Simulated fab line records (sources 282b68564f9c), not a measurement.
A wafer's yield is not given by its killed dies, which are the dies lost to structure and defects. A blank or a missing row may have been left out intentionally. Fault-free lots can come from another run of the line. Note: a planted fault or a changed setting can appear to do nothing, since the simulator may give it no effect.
Split-lot trial / flow ritCmos / on a route of 202 steps: 5 lots, 23 wafers read

== THE SPLIT ==
At RIT_ACTIVE_CVD_03 (deposits Si3N4 from SiH2Cl2/NH3, target thk 150 nm, time 1500 s), the setting nh3FlowSccm was moved away from the recipe's 150 sccm on 15 of the 23 wafers read, by -11.5% to +5.4%. All remaining wafers had this setting at the recipe value.

== FROM THE SPLIT TO THE READING: what the file shows between them, 4 steps ==
- RIT_ACTIVE_ETCH_13: etches Si3N4 in SF6, stops on SiO2, time 210 s, target depth 210 nm (also split here: rfW)
- RIT_ACTIVE_STRIP_14: strips in O2, time 180 s
- RIT_ACTIVE_CLEAN_16: cleans in dHF, time 31.17 s
- RIT_ACTIVE_CLEAN_17: cleans in SC2, time 600 s

== THE READING ==
Si3N4_of_ACTIVE_CVD_03.thkNm (the simulator's own value, which no gauge read), in nm, at RIT_FOX1_OXIDATION_00 (target thk 350.7 nm, ox time 1130 s). There is no usual value for it anywhere in the file. Average 143.2 nm, standard deviation 1.4 nm, over the 8 wafers here run with the recipe.

wafer=L074.1; tool, chamber at the split=-, -; nh3FlowSccm as run, sccm=150; against the recipe=recipe; Si3N4_of_ACTIVE_CVD_03.thkNm, nm=142; against lot-mates on the recipe=-
wafer=L074.2; tool, chamber at the split=-, -; nh3FlowSccm as run, sccm=150; against the recipe=recipe; Si3N4_of_ACTIVE_CVD_03.thkNm, nm=141.9; against lot-mates on the recipe=-
wafer=L074.6; tool, chamber at the split=-, -; nh3FlowSccm as run, sccm=150; against the recipe=recipe; Si3N4_of_ACTIVE_CVD_03.thkNm, nm=141.9; against lot-mates on the recipe=-
wafer=L074.4; tool, chamber at the split=-, -; nh3FlowSccm as run, sccm=150; against the recipe=recipe; Si3N4_of_ACTIVE_CVD_03.thkNm, nm=141.8; against lot-mates on the recipe=-
wafer=L074.5; tool, chamber at the split=-, -; nh3FlowSccm as run, sccm=150; against the recipe=recipe; Si3N4_of_ACTIVE_CVD_03.thkNm, nm=143.2; against lot-mates on the recipe=-
wafer=L075.1; tool, chamber at the split=-, -; nh3FlowSccm as run, sccm=158.1; against the recipe=+5.4%; Si3N4_of_ACTIVE_CVD_03.thkNm, nm=148.6; against lot-mates on the recipe=no lot-mate on the recipe
wafer=L075.2; tool, chamber at the split=-, -; nh3FlowSccm as run, sccm=158.1; against the recipe=+5.4%; Si3N4_of_ACTIVE_CVD_03.thkNm, nm=148.3; against lot-mates on the recipe=no lot-mate on the recipe
wafer=L075.3; tool, chamber at the split=-, -; nh3FlowSccm as run, sccm=158.1; against the recipe=+5.4%; Si3N4_of_ACTIVE_CVD_03.thkNm, nm=148.1; against lot-mates on the recipe=no lot-mate on the recipe
wafer=L075.5; tool, chamber at the split=-, -; nh3FlowSccm as run, sccm=158.1; against the recipe=+5.4%; Si3N4_of_ACTIVE_CVD_03.thkNm, nm=150.5; against lot-mates on the recipe=no lot-mate on the recipe
wafer=L075.6; tool, chamber at the split=-, -; nh3FlowSccm as run, sccm=158.1; against the recipe=+5.4%; Si3N4_of_ACTIVE_CVD_03.thkNm, nm=148.8; against lot-mates on the recipe=no lot-mate on the recipe
wafer=L076.2; tool, chamber at the split=-, -; nh3FlowSccm as run, sccm=134.1; against the recipe=-10.6%; Si3N4_of_ACTIVE_CVD_03.thkNm, nm=130.7; against lot-mates on the recipe=no lot-mate on the recipe
wafer=L076.3; tool, chamber at the split=-, -; nh3FlowSccm as run, sccm=134.1; against the recipe=-10.6%; Si3N4_of_ACTIVE_CVD_03.thkNm, nm=131.9; against lot-mates on the recipe=no lot-mate on the recipe
wafer=L076.4; tool, chamber at the split=-, -; nh3FlowSccm as run, sccm=134.1; against the recipe=-10.6%; Si3N4_of_ACTIVE_CVD_03.thkNm, nm=131.9; against lot-mates on the recipe=no lot-mate on the recipe
wafer=L076.5; tool, chamber at the split=-, -; nh3FlowSccm as run, sccm=134.1; against the recipe=-10.6%; Si3N4_of_ACTIVE_CVD_03.thkNm, nm=131.6; against lot-mates on the recipe=no lot-mate on the recipe
wafer=L076.6; tool, chamber at the split=-, -; nh3FlowSccm as run, sccm=134.1; against the recipe=-10.6%; Si3N4_of_ACTIVE_CVD_03.thkNm, nm=131.2; against lot-mates on the recipe=no lot-mate on the recipe
wafer=L081.1; tool, chamber at the split=-, -; nh3FlowSccm as run, sccm=132.8; against the recipe=-11.5%; Si3N4_of_ACTIVE_CVD_03.thkNm, nm=129.5; against lot-mates on the recipe=no lot-mate on the recipe
wafer=L081.2; tool, chamber at the split=-, -; nh3FlowSccm as run, sccm=132.8; against the recipe=-11.5%; Si3N4_of_ACTIVE_CVD_03.thkNm, nm=130.7; against lot-mates on the recipe=no lot-mate on the recipe
wafer=L081.3; tool, chamber at the split=-, -; nh3FlowSccm as run, sccm=132.8; against the recipe=-11.5%; Si3N4_of_ACTIVE_CVD_03.thkNm, nm=130.6; against lot-mates on the recipe=no lot-mate on the recipe
wafer=L081.5; tool, chamber at the split=-, -; nh3FlowSccm as run, sccm=132.8; against the recipe=-11.5%; Si3N4_of_ACTIVE_CVD_03.thkNm, nm=130.6; against lot-mates on the recipe=no lot-mate on the recipe
wafer=L081.4; tool, chamber at the split=-, -; nh3FlowSccm as run, sccm=132.8; against the recipe=-11.5%; Si3N4_of_ACTIVE_CVD_03.thkNm, nm=130.8; against lot-mates on the recipe=no lot-mate on the recipe
wafer=L083.1; tool, chamber at the split=lpcvd-02, 0; nh3FlowSccm as run, sccm=150; against the recipe=recipe; Si3N4_of_ACTIVE_CVD_03.thkNm, nm=144.9; against lot-mates on the recipe=-
wafer=L083.3; tool, chamber at the split=lpcvd-02, 0; nh3FlowSccm as run, sccm=150; against the recipe=recipe; Si3N4_of_ACTIVE_CVD_03.thkNm, nm=145.7; against lot-mates on the recipe=-
wafer=L083.5; tool, chamber at the split=lpcvd-02, 0; nh3FlowSccm as run, sccm=150; against the recipe=recipe; Si3N4_of_ACTIVE_CVD_03.thkNm, nm=144; against lot-mates on the recipe=-

THE FIT
A straight line over all 23 wafers: Si3N4_of_ACTIVE_CVD_03.thkNm changes by +1.1 nm for each +1% of nh3FlowSccm; r = +0.99; the points scatter about the line by 1 nm.
Too few moved wafers have a lot-mate on the recipe to fit a line with each lot's own level taken away.

== FILE'S OWN FIT ==
Si3N4_of_ACTIVE_CVD_03.thkNm changes by +1.09 nm for each +1% of nh3FlowSccm, r = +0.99.
